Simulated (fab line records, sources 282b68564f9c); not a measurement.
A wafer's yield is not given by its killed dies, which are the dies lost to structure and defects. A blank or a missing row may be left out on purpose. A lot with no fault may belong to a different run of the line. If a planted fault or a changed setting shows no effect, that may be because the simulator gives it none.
Struck lot and sound lot, side by side    flow rit-cmos    43 steps out of a route of 202
Sound: wafers L598.1, L598.3, L598.4. The struck wafers were L619.2, L619.4, L619.5. The cause is named last.
For every step that has rows: the tool of each side, followed by ch and its chambers, followed by its first start. Under that, the readings that differ: sound wafers    struck wafers    difference of the means    sigmas: that difference in standard deviations of wafers without a fault.
alike: readings whose means differ by less than 2 such deviations, and words and numbers that are the same on both sides. not compared: withheld readings, readings that some wafer has no value for, bounds like >300 that may hide the same value, and numbers for which the record gives no deviation and whose values overlap.
Wherever a step has rows on one side only, a row that says differs or no value, or a row with sigmas, the two part there. When numbers do not overlap yet have no deviation, they are printed without sigmas and do not part them. A reading that every wafer of one side lacks parts them only if that side has two wafers or more.

first, 5 steps without rows for these wafers: RIT_ACTIVE_COAT_06 (resist thk 1000 nm); RIT_ACTIVE_SOFTBAKE_07 (time 60 s); RIT_ACTIVE_EXPOSE_08 (exposes mask M1, target cd 1400 nm); RIT_ACTIVE_PEB_09; RIT_ACTIVE_DEVELOP_10 (develop time 50 s).
RIT_ACTIVE_CD_MEAS_11: target cd 1400 nm.
  sound on cd-sem-01, day 1 16:29; struck on cd-sem-01, day 6 01:14
reading     sound                 struck                difference  sigmas
cd-nm (nm)  1399.9 1400.4 1397.9  1394.6 1392.7 1394.2  -5.6        -2
then, 1 step without rows for these wafers: RIT_ACTIVE_HARDBAKE_12 (time 60 s).
RIT_ACTIVE_ETCH_13: etches Si3N4 in SF6, stops on SiO2, time 210 s, target depth 210 nm.
  sound on rie-diel-02 ch 1,2,3, day 1 16:46; struck on rie-diel-02 ch 0,3, day 6 01:35
  alike: SF6_flow_sccm, drypump-motor-current-A, oes-product-au, throttle-valve-pct
  not compared: rf-hours-counter-h
RIT_ACTIVE_STRIP_14: strips in O2, time 180 s.
  sound on plasma-asher-04 ch 0,1, day 1 16:54; struck on plasma-asher-02 ch 0,1, day 6 01:43
reading                      sound        struck       difference  sigmas
drypump-motor-current-A (A)  5.3 5.4 5.7  6.5 5.5 6.5  +0.7        +2
  not compared: rf-hours-counter-h
RIT_ACTIVE_CD_MEAS_90: target cd 1400 nm.
  sound on cd-sem-02, day 1 17:04; struck on cd-sem-01, day 6 01:55
reading     sound                 struck                difference  sigmas
cd-nm (nm)  1400.4 1400.6 1397.9  1394.9 1392.8 1394.6  -5.5        -2
then, 2 steps without rows for these wafers: RIT_ACTIVE_CLEAN_15 (cleans in SC1, time 600 s); RIT_ACTIVE_CLEAN_16 (cleans in dHF, time 30 s).
RIT_ACTIVE_CLEAN_17: cleans in SC2, time 600 s.
  sound on wet-bench-04 ch 3, day 1 17:23; struck on wet-bench-04 ch 2, day 6 02:13
then, 1 step without rows for these wafers: RIT_FOX1_OXIDATION_00 (target thk 350.7 nm, ox time 1130 s).
RIT_FOX1_THK_MEAS_01:
  sound on film-metro-04, day 1 20:28; struck on film-metro-03, day 6 03:44
  alike: FOX1_OXIDE_THK
then, 2 steps without rows for these wafers: RIT_FOX1_WET_ETCH_02 (etches SiO2 in BOE, target depth 350 nm, time 390 s); RIT_FOX2_OXIDATION_00 (target thk 350.7 nm, ox time 1130 s).
RIT_FOX2_THK_MEAS_01:
  sound on film-metro-03, day 2 00:56; struck on film-metro-03, day 6 05:26
reading              sound        struck       difference  sigmas
FOX2_OXIDE_THK (nm)  339 343 342  357 353 354  +13         +2
then, 2 steps without rows for these wafers: RIT_FOX2_CLEAN_02 (cleans in dHF, time 180 s); RIT_FOX2_WET_ETCH_03 (etches Si3N4 in H3PO4, target depth 195 nm, time 2700 s).
RIT_FOX2_THK_MEAS_90:
  sound on film-metro-04, day 2 01:53; struck on film-metro-03, day 6 06:19
reading                      sound        struck       difference  sigmas
FIELD_OXIDE_LEFT_1_THK (nm)  312 316 315  330 326 326  +13         +2
then, 6 steps without rows for these wafers: RIT_NWELL_HMDS_00 (prime time 60 s); RIT_NWELL_COAT_01 (resist thk 1300 nm); RIT_NWELL_SOFTBAKE_02 (time 60 s); RIT_NWELL_EXPOSE_03 (exposes mask M2, target cd 43900 nm); RIT_NWELL_PEB_04; RIT_NWELL_DEVELOP_05 (develop time 68 s).
RIT_NWELL_OVL_MEAS_06:
  sound on overlay-01, day 2 02:57; struck on overlay-02, day 6 07:15
  alike: NWELL_OVL
then, 2 steps without rows for these wafers: RIT_NWELL_HARDBAKE_07 (time 120 s); RIT_NWELL_IMPLANT_08.
RIT_NWELL_STRIP_09: strips in O2, time 180 s.
  sound on plasma-asher-03 ch 0,1, day 2 03:23; struck on plasma-asher-01 ch 0,1, day 6 07:41
  alike: drypump-motor-current-A
  not compared: rf-hours-counter-h
RIT_NWELL_TW_MEAS_10:
  sound on film-metro-04, day 2 03:34; struck on film-metro-04, day 6 07:52
  alike: NWELL_TW
then, 6 steps without rows for these wafers: RIT_PWELL_HMDS_00 (prime time 60 s); RIT_PWELL_COAT_01 (resist thk 1300 nm); RIT_PWELL_SOFTBAKE_02 (time 60 s); RIT_PWELL_EXPOSE_03 (exposes mask M3, target cd 43700 nm); RIT_PWELL_PEB_04; RIT_PWELL_DEVELOP_05 (develop time 68 s).
RIT_PWELL_OVL_MEAS_06:
  sound on overlay-02, day 2 04:38; struck on overlay-01, day 6 08:48
  alike: PWELL_OVL
then, 2 steps without rows for these wafers: RIT_PWELL_HARDBAKE_07 (time 120 s); RIT_PWELL_IMPLANT_08.
RIT_PWELL_STRIP_09: strips in O2, time 180 s.
  sound on plasma-asher-02 ch 0,1, day 2 05:04; struck on plasma-asher-01 ch 0,1, day 6 09:14
  alike: drypump-motor-current-A
  not compared: rf-hours-counter-h
RIT_M1_PROBE_99:
  the record has rows for the struck wafers here (prober-02, day 8 00:53) and none for the sound ones

== WHERE THEY PART ==
At RIT_ACTIVE_CD_MEAS_11 first; at RIT_M1_PROBE_99 last (within this record only).

WHY: the cause the simulator had injected
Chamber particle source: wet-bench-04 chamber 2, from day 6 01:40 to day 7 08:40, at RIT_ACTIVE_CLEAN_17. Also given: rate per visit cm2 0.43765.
